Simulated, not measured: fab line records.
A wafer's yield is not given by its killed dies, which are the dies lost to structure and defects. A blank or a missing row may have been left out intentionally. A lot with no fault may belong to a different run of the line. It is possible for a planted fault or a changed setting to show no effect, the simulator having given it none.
The tool behind it: which one? ; flow berkeleyCmos170 ; Sampling: 7 lots, 21 wafers, 2 of 331 route steps

## WHAT EACH GAUGE READ, for each wafer
UCB170_NWELL_THK_MEAS_05.
lot;measured;on;NWELL_NITRIDE_THK (nm)
L936;day 2 18:37;filmMetro-02;225.8 225.9 226.8
L938;day 2 22:28;filmMetro-04;64.6 64.6 63.1
L940;day 3 09:29;filmMetro-02;67.7 65.4 65.9
L948;day 4 23:52;filmMetro-02;225.0 226.4 225.6
L950;day 5 20:25;filmMetro-04;223.5 224.3 223.9
L953;day 6 08:02;filmMetro-03;225.3 225.4 226.3
L956;day 6 15:46;filmMetro-04;222.5 223.6 222.9

## WHICH TOOL RAN EACH LOT (tool, then ch and the chambers of the sampled wafers, then the start)
lot;UCB170_NWELL_CVD_04
L936;lpcvd-02 ch 1, day 2 16:41
L938;lpcvd-01 ch 1, day 2 20:32
L940;lpcvd-01 ch 0, day 3 06:35
L948;lpcvd-02 ch 0, day 4 21:54
L950;lpcvd-01 ch 0, day 5 18:29
L953;lpcvd-02 ch 0, day 6 06:01
L956;lpcvd-01 ch 1, day 6 13:49
- UCB170_NWELL_CVD_04: deposits Si3N4 from SiH2Cl2/NH3, target thk 224 nm, time 3360 s.

## THE ANSWER, worked out from the rows above alone
Rule: usual is defined by the lots themselves. The widest of any qualifying gaps counts: lots, ordered by their means at a reading, are off when they make up no more than a third of the lots, leave a main group of 4 or more, and stand apart from it by 3 or more times the standard deviation of that group's means. A main group is skipped when, at the precision printed for the reading in the tables above, its means are all equal. Also off: a lot with no number at a reading for which 4 or more lots have one. The other lots that the step has rows for count as sound.
Off: at UCB170_NWELL_THK_MEAS_05 (NWELL_NITRIDE_THK), L938, L940. The main group: mean 224.9 nm, standard deviation 1.2.
If a tool, at a process step before that reading, ran all the lots that are off and no sound lot after the first of them, it fits. Gauges at UCB170_NWELL_THK_MEAS_05: tried the same way as those tools. Of those tried, none fits.

## WHAT WAS PUT IN BY THE SIMULATOR
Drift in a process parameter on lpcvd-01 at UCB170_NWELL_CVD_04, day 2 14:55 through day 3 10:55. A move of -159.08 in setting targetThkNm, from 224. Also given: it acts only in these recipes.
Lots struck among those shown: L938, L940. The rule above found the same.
